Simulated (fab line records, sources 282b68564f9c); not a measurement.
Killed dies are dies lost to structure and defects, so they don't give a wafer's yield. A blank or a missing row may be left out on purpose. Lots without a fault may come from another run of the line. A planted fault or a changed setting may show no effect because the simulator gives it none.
fab line records | flow rit_cmos
record lots=5 wafers=23
route steps=202 shown ACTIVE@4 FOX2@23 PWELL@40 NRETRO@54 GATE@76 PLDD@122 NSD@132 M1@202
start_h: hours from the record's first day to the start of the lot's first wafer shown | wait_h: hours since the lot's step before | " the same as in the row above | L1.1+2: a row that stands for several wafers | - no value, or no start given | * or withheld: withheld | < > ~ a bound
route shown NAME@n: a module of which the file shows steps, and the number in the route of the first | usual: mean/standard deviation of fault-free wafers | same: alike in all rows | chamber/n: place in a boat | sites: the reading at each site | _std_site: their standard deviation | _edge_site: outer sites' mean less inner sites' | radius_mm: how far each site lies from the wafer's centre | mask NAME#n: copy n | behind: the tool/chamber that last shaped the wafer | hold: why the lot was held/for how many hours/how that ended | device: the transistor (n, p or np) that didn't switch | end of line: the same wafers' tests at the end of the route | a step without rows: its recipe alone | killed: dies lost to structure and defects at the first sort, not the wafer's yield | map: a wafer's dies, x killed, . not, _ none there
set.NAME: the setting as run; set.NAME@STEP: as run at that earlier step | model.NAME: the simulator's own value behind a step, which no gauge read
lots whose settings were changed on purpose; a table a step, a row a wafer
## steps
# step RIT_ACTIVE_CVD_03
# recipe material=Si3N4 target_thk_nm=150 temp_c=810 precursor=SiH2Cl2/NH3 time_s=1500 pressure_mtorr=300 sih2cl2_flow_sccm=60 nh3_flow_sccm=150
# columns lot.wafer tool chamber start_h wait_h set.pressure_mtorr model.Si3N4_of_ACTIVE_CVD_03.thk_nm
L077.1 lpcvd-01 0 27.78 0.1 300 151.8
L077.3 " 0 " " 300 151.6
L077.4 " 0 " " 300 151.9
L078.1 - - - 0.1 300 151
L078.2 " - " " 300 149.6
L078.4 " - " " 300 149.5
L078.5 " - " " 300 151.7
L078.6 " - " " 300 150.9
L079.1 - - - 0.1 277.7 145.4
L079.2 " - " " 277.7 144.5
L079.3 " - " " 277.7 145.5
L079.4 " - " " 277.7 144.8
L079.6 " - " " 277.7 145.7
L083.2 - - - 0.0 328.8 155.7
L083.3 " - " " 328.8 156
L083.4 " - " " 328.8 154.4
L083.5 " - " " 328.8 156.2
L083.6 " - " " 328.8 155.4
L084.1 - - - 0.1 315.1 149.3
L084.2 " - " " 315.1 150.5
L084.3 " - " " 315.1 151
L084.5 " - " " 315.1 150.3
L084.6 " - " " 315.1 150.6
# step RIT_ACTIVE_ETCH_13
# recipe stop_on=SiO2 chemistry=SF6 target=Si3N4 time_s=210 over_etch_frac=0.4 SF6_flow_sccm=200 pressure_mtorr=260 rf_w=125 target_depth_a=2100
# usual oes_product_au=0.820/0.013
# columns lot.wafer tool chamber start_h wait_h set.time_s oes_product_au
L077.1 rie_diel-01 2 31.21 0.1 210 0.832
L077.3 " 0 " " 210 0.822
L077.4 " 3 " " 210 0.828
L078.1 rie_diel-01 2 35.61 0.1 210 0.836
L078.2 " 0 " " 218 0.806
L078.4 " 3 " " 218 0.818
L078.5 " 0 " " 210 0.815
L078.6 " 2 " " 218 0.834
L079.1 rie_diel-03 0 40.71 0.1 210 0.793
L079.2 " 3 " " 210 0.784
L079.3 " 2 " " 190.1 0.852
L079.4 " 1 " " 190.1 0.839
L079.6 " 2 " " 190.1 0.853
L083.2 rie_diel-04 3 59.85 0.1 210 0.852
L083.3 " 2 " " 210 0.843
L083.4 " 2 " " 210 0.850
L083.5 " 3 " " 210 0.842
L083.6 " 0 " " 210 0.850
L084.1 rie_diel-04 3 65.64 0.1 210 0.827
L084.2 " 2 " " 184.9 0.897
L084.3 " 0 " " 184.9 0.911
L084.5 " 3 " " 210 0.830
L084.6 " 0 " " 184.9 0.898
# step RIT_FOX2_OXIDATION_00
# recipe temp_c=1100 ambient=H2O target_thk_a=3507 p_h2o_torr=720 ox_time_s=1130
# columns lot.wafer tool chamber start_h wait_h set.temp_c model.SiO2_of_FOX2_OXIDATION_00.thk_nm
L077.1 furnace-04 0 35.57 0.2 1100 354.4
L077.3 " 0 " " 1100 356.2
L077.4 " 0 " " 1100 361.1
L078.1 - - - 0.0 1076 301.4
L078.2 " - " " 1076 302.4
L078.4 " - " " 1076 303.1
L078.5 " - " " 1076 308.8
L078.6 " - " " 1076 304.7
L079.1 - - - 0.0 1129 391.7
L079.2 " - " " 1129 394.3
L079.3 " - " " 1129 391
L079.4 " - " " 1129 393.5
L079.6 " - " " 1129 398.8
L083.2 - - - 1.4 1100 355.6
L083.3 " - " " 1100 358.2
L083.4 " - " " 1100 363.2
L083.5 " - " " 1100 356.1
L083.6 " - " " 1100 357
L084.1 - - - 1.8 1069 303.5
L084.2 " - " " 1069 298.9
L084.3 " - " " 1069 297.7
L084.5 " - " " 1069 306.7
L084.6 " - " " 1069 299.6
# step RIT_FOX2_THK_MEAS_01
# recipe reads=SiO2_of_FOX2_OXIDATION_00
# usual FOX2_OXIDE_THK=354/6.6
# columns lot.wafer tool chamber start_h wait_h set.temp_c@FOX2_OXIDATION_00 FOX2_OXIDE_THK[nm]
L077.1 film_metro-03 - 36.88 0.0 1100 355
L077.3 " - " " 1100 356
L077.4 " - " " 1100 361
L078.1 film_metro-03 - - - 1076 301
L078.2 " - " " 1076 303
L078.4 " - " " 1076 303
L078.5 " - " " 1076 309
L078.6 " - " " 1076 305
L079.1 film_metro-02 - - - 1129 392
L079.2 " - " " 1129 395
L079.3 " - " " 1129 391
L079.4 " - " " 1129 394
L079.6 " - " " 1129 399
L083.2 film_metro-04 - - - 1100 355
L083.3 " - " " 1100 358
L083.4 " - " " 1100 363
L083.5 " - " " 1100 356
L083.6 " - " " 1100 357
L084.1 film_metro-03 - - - 1069 304
L084.2 " - " " 1069 299
L084.3 " - " " 1069 298
L084.5 " - " " 1069 307
L084.6 " - " " 1069 300
# step RIT_FOX2_CLEAN_02
# recipe chemistry=dHF dilution=50:1 time_s=180
# step RIT_FOX2_WET_ETCH_03
# recipe chemistry=H3PO4 target=Si3N4 target_depth_nm=195 temp_c=165 time_s=2700
# step RIT_FOX2_THK_MEAS_90
# recipe reads=SiO2_of_FOX2_OXIDATION_00
# usual FIELD_OXIDE_LEFT_1_THK=326/6.7
# columns lot.wafer tool chamber start_h wait_h set.temp_c@FOX2_OXIDATION_00 FIELD_OXIDE_LEFT_1_THK[nm]
L077.1 film_metro-04 - 37.76 0.0 1100 327
L077.3 " - " " 1100 328
L077.4 " - " " 1100 334
L078.1 film_metro-02 - 40.57 0.0 1076 274
L078.2 " - " " 1076 275
L078.4 " - " " 1076 276
L078.5 " - " " 1076 281
L078.6 " - " " 1076 277
L079.1 film_metro-03 - 45.53 0.0 1129 365
L079.2 " - " " 1129 367
L079.3 " - " " 1129 364
L079.4 " - " " 1129 367
L079.6 " - " " 1129 372
L083.2 film_metro-03 - 67.20 0.0 1100 328
L083.3 " - " " 1100 330
L083.4 " - " " 1100 335
L083.5 " - " " 1100 328
L083.6 " - " " 1100 329
L084.1 film_metro-02 - 74.30 0.0 1069 276
L084.2 " - " " 1069 272
L084.3 " - " " 1069 270
L084.5 " - " " 1069 280
L084.6 " - " " 1069 272
# step RIT_PWELL_COAT_01
# recipe resist=NOVOLAK spin_rpm=2000 resist_thk_nm=1300
# columns lot.wafer tool chamber start_h wait_h set.spin_rpm model.NOVOLAK_of_PWELL_COAT_01.thk_nm
L077.1+3 litho_track-01 0 39.61 0.1 2000 1304
L077.4 " 0 " " 2000 1308
L078.1+2 litho_track-03 0 42.48 0.1 2000 1290
L078.4 " 0 " " 2000 1296
L078.5 " 0 " " 2000 1297
L078.6 " 0 " " 2000 1291
L079.1 litho_track-03 0 47.29 0.1 1941 1314
L079.2 " 0 " " 2000 1295
L079.3 " 0 " " 1941 1319
L079.4 " 0 " " 2000 1293
L079.6 " 0 " " 2000 1294
L083.2 litho_track-03 0 68.97 0.1 2000 1300
L083.3 " 0 " " 2000 1301
L083.4 " 0 " " 2123 1263
L083.5 " 0 " " 2123 1264
L083.6 " 0 " " 2000 1296
L084.1+2 litho_track-01 0 76.27 0.1 1910 1337
L084.3 " 0 " " 1910 1336
L084.5 " 0 " " 2000 1305
L084.6 " 0 " " 2000 1307
# step RIT_PWELL_SOFTBAKE_02
# recipe resist=NOVOLAK temp_c=90 time_s=60
# step RIT_PWELL_EXPOSE_03
# recipe mask_id=M3 na=0.57 target_cd_nm=43700 dose_mj=250
# step RIT_PWELL_DEVELOP_05
# recipe resist=NOVOLAK develop_time_s=68 dev_temp_c=23
# step RIT_PWELL_HARDBAKE_07
# recipe resist=NOVOLAK temp_c=140 time_s=120
# columns lot.wafer tool chamber start_h wait_h set.spin_rpm@PWELL_COAT_01 model.NOVOLAK_of_PWELL_COAT_01.thk_nm
L077.1+3 litho_track-03 0 40.38 0.0 2000 1140
L077.4 " 0 " " 2000 1143
L078.1+6 litho_track-04 0 43.32 0.0 2000 1129
L078.2 " 0 " " 2000 1128
L078.4 " 0 " " 2000 1133
L078.5 " 0 " " 2000 1135
L079.1 litho_track-03 0 48.18 0.0 1941 1149
L079.2 " 0 " " 2000 1133
L079.3 " 0 " " 1941 1153
L079.4 " 0 " " 2000 1131
L079.6 " 0 " " 2000 1132
L083.2+3 litho_track-01 0 69.76 0.1 2000 1137
L083.4 " 0 " " 2123 1105
L083.5 " 0 " " 2123 1106
L083.6 " 0 " " 2000 1134
L084.1+2 litho_track-03 0 77.08 0.0 1910 1169
L084.3 " 0 " " 1910 1168
L084.5 " 0 " " 2000 1141
L084.6 " 0 " " 2000 1143
# step RIT_PWELL_IMPLANT_08
# recipe species=B energy_kev=170 dose_cm2=7e+13 tilt_deg=7
# columns lot.wafer tool chamber start_h wait_h set.energy_kev model.implant.rp_nm model.implant.drp_nm
L077.1+3+4 implanter-03 0 40.63 0.2 170 483.2 102.9
L078.1+6 implanter-04 0 43.57 0.2 178.3 501.1 104.2
L078.2+4+5 " 0 " " 170 483 102.9
L079.1+2+3+4+6 implanter-03 0 48.43 0.2 170 493.9 102.9
L083.2+5+6 implanter-02 0 69.99 0.2 170 465.9 102.9
L083.3+4 " 0 " " 173.6 473.5 103.5
L084.1+2+6 implanter-03 0 77.33 0.2 163 484.1 101.4
L084.3+5 " 0 " " 170 499.5 102.9
# step RIT_NRETRO_COAT_01
# recipe resist=NOVOLAK spin_rpm=2000 resist_thk_nm=1300
# columns lot.wafer tool chamber start_h wait_h set.spin_rpm model.NOVOLAK_of_NRETRO_COAT_01.thk_nm
L077.1+3 litho_track-01 0 46.50 0.1 2000 1301
L077.4 " 0 " " 2000 1298
L078.1 litho_track-01 0 50.11 0.1 2000 1303
L078.2 " 0 " " 1926 1326
L078.4 " 0 " " 1926 1327
L078.5 " 0 " " 2000 1299
L078.6 " 0 " " 2000 1300
L079.1 litho_track-02 0 55.19 0.1 2000 1301
L079.2 " 0 " " 2057 1282
L079.3 " 0 " " 2057 1283
L079.4+6 " 0 " " 2000 1302
L083.2 litho_track-04 0 76.09 0.1 1890 1338
L083.3+4 " 0 " " 2000 1303
L083.5 " 0 " " 1890 1340
L083.6 " 0 " " 2000 1307
L084.1 litho_track-02 0 83.19 0.1 1890 1335
L084.2 " 0 " " 1890 1330
L084.3 " 0 " " 2000 1298
L084.5 " 0 " " 2000 1296
L084.6 " 0 " " 2000 1300
# step RIT_NRETRO_SOFTBAKE_02
# recipe resist=NOVOLAK temp_c=90 time_s=60
# step RIT_NRETRO_EXPOSE_03
# recipe mask_id=M4 na=0.57 target_cd_nm=43900 dose_mj=250
# step RIT_NRETRO_DEVELOP_05
# recipe resist=NOVOLAK develop_time_s=68 dev_temp_c=23
# step RIT_NRETRO_HARDBAKE_07
# recipe resist=NOVOLAK temp_c=140 time_s=120
# columns lot.wafer tool chamber start_h wait_h set.spin_rpm@NRETRO_COAT_01 model.NOVOLAK_of_NRETRO_COAT_01.thk_nm
L077.1+3 litho_track-01 0 47.53 0.2 2000 1138
L077.4 " 0 " " 2000 1135
L078.1 litho_track-01 0 50.88 0.0 2000 1139
L078.2 " 0 " " 1926 1159
L078.4 " 0 " " 1926 1160
L078.5 " 0 " " 2000 1136
L078.6 " 0 " " 2000 1137
L079.1+6 litho_track-01 0 56.08 0.0 2000 1138
L079.2+3 " 0 " " 2057 1122
L079.4 " 0 " " 2000 1139
L083.2 litho_track-01 0 77.00 0.1 1890 1170
L083.3 " 0 " " 2000 1139
L083.4 " 0 " " 2000 1140
L083.5 " 0 " " 1890 1171
L083.6 " 0 " " 2000 1143
L084.1 litho_track-01 0 83.96 0.0 1890 1167
L084.2 " 0 " " 1890 1163
L084.3 " 0 " " 2000 1135
L084.5 " 0 " " 2000 1134
L084.6 " 0 " " 2000 1137
# step RIT_NRETRO_IMPLANT_08
# recipe species=P energy_kev=70 dose_cm2=1e+13 tilt_deg=7
# columns lot.wafer tool chamber start_h wait_h set.energy_kev model.implant.rp_nm model.implant.drp_nm
L077.1+3+4 implanter-02 0 47.78 0.2 70 83.72 33.94
L078.1+2+4 implanter-04 0 51.13 0.2 70 87.48 33.94
L078.5+6 " 0 " " 68.1 85.04 33.15
L079.1+2+3+4+6 implanter-01 0 56.33 0.2 70 83.4 33.94
L083.2+4+6 implanter-02 0 77.23 0.2 66.52 83.54 32.49
L083.3+5 " 0 " " 70 88.04 33.94
L084.1+5 implanter-04 0 84.21 0.2 74.09 87.4 35.59
L084.2+3+6 " 0 " " 70 82.45 33.94
# step RIT_GATE_CLEAN_01
# recipe chemistry=SC1 mix=3:3:50 time_s=600 temp_c=75
# columns lot.wafer tool chamber start_h wait_h set.time_s
L077.1+3+4 wet_bench-03 2 49.87 0.0 600
L078.1+2+4+5+6 - - - - 568.3
L079.1+2+3+4+6 - - - - 538
L083.2+3+4+5+6 - - - - 600
L084.1+2+3+5+6 - - - - 600
# step RIT_GATE_CLEAN_02
# recipe chemistry=dHF dilution=50:1 time_s=30
# step RIT_GATE_CLEAN_03
# recipe chemistry=SC2 mix=3:3:50 time_s=600 temp_c=75 dry=n2_spin
# step RIT_GATE_CLEAN_04
# recipe chemistry=dHF dilution=50:1 time_s=60 dry=n2_spin
# step RIT_FOX2_THK_MEAS_91
# recipe reads=SiO2_of_FOX2_OXIDATION_00
# usual FIELD_OXIDE_LEFT_2_THK=258/6.9
# columns lot.wafer tool chamber start_h wait_h set.temp_c@FOX2_OXIDATION_00 FIELD_OXIDE_LEFT_2_THK[nm]
L077.1 film_metro-03 - 50.30 0.0 1100 258
L077.3 " - " " 1100 260
L077.4 " - " " 1100 264
L078.1 film_metro-03 - 53.61 0.0 1076 206
L078.2 " - " " 1076 207
L078.4 " - " " 1076 207
L078.5 " - " " 1076 213
L078.6 " - " " 1076 208
L079.1 film_metro-03 - 58.78 0.0 1129 297
L079.2 " - " " 1129 299
L079.3 " - " " 1129 297
L079.4 " - " " 1129 299
L079.6 " - " " 1129 304
L083.2 film_metro-04 - 79.60 0.0 1100 260
L083.3 " - " " 1100 263
L083.4 " - " " 1100 268
L083.5 " - " " 1100 261
L083.6 " - " " 1100 262
L084.1 film_metro-02 - 86.82 0.0 1069 208
L084.2 " - " " 1069 204
L084.3 " - " " 1069 203
L084.5 " - " " 1069 211
L084.6 " - " " 1069 204
# step RIT_GATE_COAT_11
# recipe resist=NOVOLAK spin_rpm=4250 resist_thk_nm=850
# columns lot.wafer tool chamber start_h wait_h set.resist_thk_nm
L077.1+3+4 litho_track-03 0 54.13 0.1 850
L078.1+2 litho_track-01 0 59.20 0.1 813.9
L078.4+5+6 " 0 " " 850
L079.1+6 litho_track-03 0 62.23 0.1 823
L079.2+3+4 " 0 " " 850
L083.2+3+5 litho_track-03 0 85.99 0.1 850
L083.4+6 " 0 " " 833.6
L084.1+2+3+5+6 litho_track-01 0 91.10 0.1 850
# step RIT_GATE_ETCH_19
# recipe chemistry=SF6/CHF3/O2 time_s=165 SF6_flow_sccm=30 CHF3_flow_sccm=30 O2_flow_sccm=5 target=poly-Si pressure_mtorr=40 rf_w=160 target_depth_a=3125 over_etch_frac=0.25 stop_on=SiO2
# usual oes_product_au=0.851/0.014
# columns lot.wafer tool chamber start_h wait_h set.time_s oes_product_au
L077.1 rie_si-01 3 55.26 0.1 165 0.839
L077.3 " 0 " " 165 0.853
L077.4 " 2 " " 165 0.856
L078.1 rie_si-02 3 60.21 0.1 165 0.875
L078.2 " 1 " " 146.4 0.937
L078.4 " 0 " " 165 0.862
L078.5 " 0 " " 146.4 0.941
L078.6 " 1 " " 146.4 0.939
L079.1 rie_si-01 2 63.36 0.1 165 0.848
L079.2 " 1 " " 165 0.840
L079.3 " 3 " " 165 0.841
L079.4 " 0 " " 165 0.858
L079.6 " 2 " " 165 0.864
L083.2 rie_si-01 2 86.97 0.1 165 0.843
L083.3 " 1 " " 165 0.839
L083.4 " 3 " " 165 0.828
L083.5 " 2 " " 165 0.843
L083.6 " 3 " " 165 0.830
L084.1 rie_si-02 2 92.10 0.1 165 0.832
L084.2 " 1 " " 152.5 0.904
L084.3 " 0 " " 165 0.856
L084.5 " 2 " " 152.5 0.883
L084.6 " 3 " " 165 0.868
# step RIT_PLDD_IMPLANT_08
# recipe species=BF2 energy_kev=20 dose_cm2=9e+14 tilt_deg=7
# columns lot.wafer tool chamber start_h wait_h set.dose_cm2
L077.1+3+4 implanter-02 0 62.54 0.1 9e+14
L078.1+2+4+5+6 implanter-03 0 68.65 0.1 9e+14
L079.1+2 implanter-03 0 71.38 0.1 9e+14
L079.3+4+6 " 0 " " 8.614e+14
L083.2+3+4+5+6 implanter-03 0 94.30 0.1 9e+14
L084.1+5+6 implanter-02 0 98.15 0.1 9e+14
L084.2+3 " 0 " " 9.201e+14
# step RIT_NSD_COAT_01
# recipe resist=NOVOLAK spin_rpm=3250 resist_thk_nm=1000
# columns lot.wafer tool chamber start_h wait_h set.resist_thk_nm model.NOVOLAK_of_NSD_COAT_01.thk_nm
L077.1+4 litho_track-03 0 65.60 0.1 1000 1001
L077.3 " 0 " " 1000 997.6
L078.1+4 litho_track-02 0 73.22 0.1 1000 1003
L078.2+5 " 0 " " 1000 1004
L078.6 " 0 " " 1000 1002
L079.1 litho_track-04 0 75.14 0.1 1059 1059
L079.2 " 0 " " 1059 1061
L079.3 " 0 " " 1059 1060
L079.4+6 " 0 " " 1000 1001
L083.2+5 litho_track-03 0 97.33 0.1 1000 1006
L083.3+6 " 0 " " 1000 1004
L083.4 " 0 " " 1000 1003
L084.1 litho_track-02 0 101.18 0.1 946.5 944.9
L084.2 " 0 " " 946.5 946
L084.3 " 0 " " 1000 1000
L084.5 " 0 " " 946.5 946.8
L084.6 " 0 " " 1000 1001
# step RIT_NSD_SOFTBAKE_02
# recipe resist=NOVOLAK temp_c=90 time_s=60
# step RIT_NSD_EXPOSE_03
# recipe mask_id=M9 na=0.57 target_cd_nm=40700 dose_mj=250
# step RIT_NSD_DEVELOP_05
# recipe resist=NOVOLAK develop_time_s=50 dev_temp_c=23
# step RIT_NSD_HARDBAKE_07
# recipe resist=NOVOLAK temp_c=140 time_s=60
# columns lot.wafer tool chamber start_h wait_h set.resist_thk_nm@NSD_COAT_01 model.NOVOLAK_of_NSD_COAT_01.thk_nm
L077.1 litho_track-02 0 66.46 0.0 1000 884.9
L077.3 " 0 " " 1000 881.6
L077.4 " 0 " " 1000 884.5
L078.1 litho_track-04 0 74.08 0.0 1000 886.7
L078.2 " 0 " " 1000 887.7
L078.4 " 0 " " 1000 886.3
L078.5 " 0 " " 1000 886.9
L078.6 " 0 " " 1000 885.7
L079.1 litho_track-02 0 75.87 0.0 1059 935.5
L079.2 " 0 " " 1059 937.5
L079.3 " 0 " " 1059 936.4
L079.4 " 0 " " 1000 884.6
L079.6 " 0 " " 1000 884.5
L083.2 litho_track-03 0 98.16 0.1 1000 888.9
L083.3 " 0 " " 1000 887.6
L083.4 " 0 " " 1000 886.4
L083.5 " 0 " " 1000 889
L083.6 " 0 " " 1000 886.9
L084.1 litho_track-02 0 102.04 0.0 946.5 835.6
L084.2 " 0 " " 946.5 836.6
L084.3 " 0 " " 1000 884.2
L084.5 " 0 " " 946.5 837.3
L084.6 " 0 " " 1000 884.7
# step RIT_NSD_IMPLANT_08
# recipe species=P energy_kev=25 dose_cm2=1e+15 tilt_deg=7
# columns lot.wafer tool chamber start_h wait_h set.dose_cm2
L077.1+3+4 implanter-02 0 66.61 0.1 1e+15
L078.1+4+5 implanter-02 0 74.23 0.1 1e+15
L078.2+6 " 0 " " 9.326e+14
L079.1+2+4 implanter-01 0 76.02 0.1 1e+15
L079.3+6 " 0 " " 9.567e+14
L083.2+6 implanter-04 0 98.31 0.1 1.036e+15
L083.3+4+5 " 0 " " 1e+15
L084.1+3+5 implanter-02 0 102.19 0.1 1e+15
L084.2+6 " 0 " " 1.033e+15
# step RIT_M1_PROBE_99
# columns lot.wafer tool chamber start_h wait_h set.resist_thk_nm@GATE_COAT_11 model.etest.nmos_0p15.drive_ua_um model.etest.npoly_line.line_ohm_um
L077.1 prober-02 - 76.21 0.1 850 455.4 163.4
L077.3 prober-02 - 76.31 0.2 850 461.1 167.5
L077.4 prober-02 - 76.36 0.2 850 462.1 167.4
L078.1 prober-01 - 84.00 0.1 813.9 506.1 176.4
L078.2 prober-01 - 84.05 0.1 813.9 500.1 176.8
L078.4 prober-01 - 84.15 0.2 850 477.6 162
L078.5 prober-01 - 84.20 0.2 850 480.3 162
L078.6 prober-01 - 84.25 0.2 850 469.8 167.3
L079.1 prober-02 - 85.94 0.1 823 479.2 174.9
L079.2 prober-02 - 85.99 0.1 850 442.3 160.4
L079.3 prober-02 - 86.04 0.2 850 451.8 167.9
L079.4 prober-02 - 86.09 0.2 850 446.7 168
L079.6 prober-02 - 86.19 0.2 823 474.3 179.1
L083.2 prober-02 - 108.13 0.1 850 469.8 165.2
L083.3 prober-02 - 108.18 0.2 850 463.9 160.4
L083.4 prober-02 - 108.23 0.2 833.6 484.5 170.5
L083.5 prober-02 - 108.28 0.2 850 462 165.6
L083.6 prober-02 - 108.33 0.2 833.6 473.4 164.4
L084.1 prober-01 - 112.23 0.1 850 474 162
L084.2 prober-01 - 112.28 0.1 850 462.1 159.6
L084.3 prober-01 - 112.33 0.2 850 471.1 159.6
L084.5 prober-01 - 112.43 0.2 850 465.3 159
L084.6 prober-01 - 112.48 0.2 850 463.2 159.6
# killed by level:class
L077.1 FOX1:geometric_particle:short=1 FOX2:geometric_particle:short=1 SPACER:geometric_particle:short=1
L077.3 FOX1:geometric_particle:short=1 GATE:geometric_particle:short=1 REOX:geometric_particle:open=1
L077.4 GATE:geometric_particle:open=3 SPACER:geometric_particle:open=2 GATE:geometric_particle:short=1
## key
split step=RIT_ACTIVE_CVD_03 setting=pressure_mtorr stated=300 by=lot
response step=RIT_ACTIVE_CVD_03 reading=model.Si3N4_of_ACTIVE_CVD_03.thk_nm change=+0.536 per=1% r=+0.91
split step=RIT_ACTIVE_ETCH_13 setting=time_s stated=210 by=wafer
response step=RIT_ACTIVE_ETCH_13 reading=oes_product_au change=-0.00595 per=1% r=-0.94
split step=RIT_FOX2_OXIDATION_00 setting=temp_c stated=1100 by=lot
response step=RIT_FOX2_OXIDATION_00 reading=model.SiO2_of_FOX2_OXIDATION_00.thk_nm change=+18.1 per=1% r=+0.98
response step=RIT_FOX2_THK_MEAS_01 reading=FOX2_OXIDE_THK change=+18.1 per=1% r=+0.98
response step=RIT_FOX2_THK_MEAS_90 reading=FIELD_OXIDE_LEFT_1_THK change=+18.1 per=1% r=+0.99
response step=RIT_FOX2_THK_MEAS_91 reading=FIELD_OXIDE_LEFT_2_THK change=+18.2 per=1% r=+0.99
split step=RIT_PWELL_COAT_01 setting=spin_rpm stated=2000 by=wafer
response step=RIT_PWELL_COAT_01 reading=model.NOVOLAK_of_PWELL_COAT_01.thk_nm change=-6.33 per=1% r=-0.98
response step=RIT_PWELL_HARDBAKE_07 reading=model.NOVOLAK_of_PWELL_COAT_01.thk_nm change=-5.45 per=1% r=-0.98
split step=RIT_PWELL_IMPLANT_08 setting=energy_kev stated=170 by=wafer
response step=RIT_PWELL_IMPLANT_08 reading=model.implant.rp_nm change=+3.71 per=1% r=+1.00
response step=RIT_PWELL_IMPLANT_08 reading=model.implant.drp_nm change=+0.308 per=1% r=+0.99
split step=RIT_NRETRO_COAT_01 setting=spin_rpm stated=2000 by=wafer
response step=RIT_NRETRO_COAT_01 reading=model.NOVOLAK_of_NRETRO_COAT_01.thk_nm change=-6.44 per=1% r=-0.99
response step=RIT_NRETRO_HARDBAKE_07 reading=model.NOVOLAK_of_NRETRO_COAT_01.thk_nm change=-5.55 per=1% r=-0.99
split step=RIT_NRETRO_IMPLANT_08 setting=energy_kev stated=70 by=wafer
response step=RIT_NRETRO_IMPLANT_08 reading=model.implant.rp_nm change=+0.874 per=1% r=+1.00
response step=RIT_NRETRO_IMPLANT_08 reading=model.implant.drp_nm change=+0.287 per=1% r=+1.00
split step=RIT_GATE_CLEAN_01 setting=time_s stated=600 by=lot
response none clear
split step=RIT_GATE_COAT_11 setting=resist_thk_nm stated=850 by=wafer
response step=RIT_M1_PROBE_99 reading=model.etest.nmos_0p15.drive_ua_um change=-7.43 per=1% r=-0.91
response step=RIT_M1_PROBE_99 reading=model.etest.npoly_line.line_ohm_um change=-3.09 per=1% r=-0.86
split step=RIT_GATE_ETCH_19 setting=time_s stated=165 by=wafer
response step=RIT_GATE_ETCH_19 reading=oes_product_au change=-0.00599 per=1% r=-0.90
split step=RIT_PLDD_IMPLANT_08 setting=dose_cm2 stated=9e+14 by=wafer
response none in this file
split step=RIT_NSD_COAT_01 setting=resist_thk_nm stated=1000 by=wafer
response step=RIT_NSD_COAT_01 reading=model.NOVOLAK_of_NSD_COAT_01.thk_nm change=+10.1 per=1% r=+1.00
response step=RIT_NSD_HARDBAKE_07 reading=model.NOVOLAK_of_NSD_COAT_01.thk_nm change=+8.87 per=1% r=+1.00
split step=RIT_NSD_IMPLANT_08 setting=dose_cm2 stated=1e+15 by=wafer
response none in this file
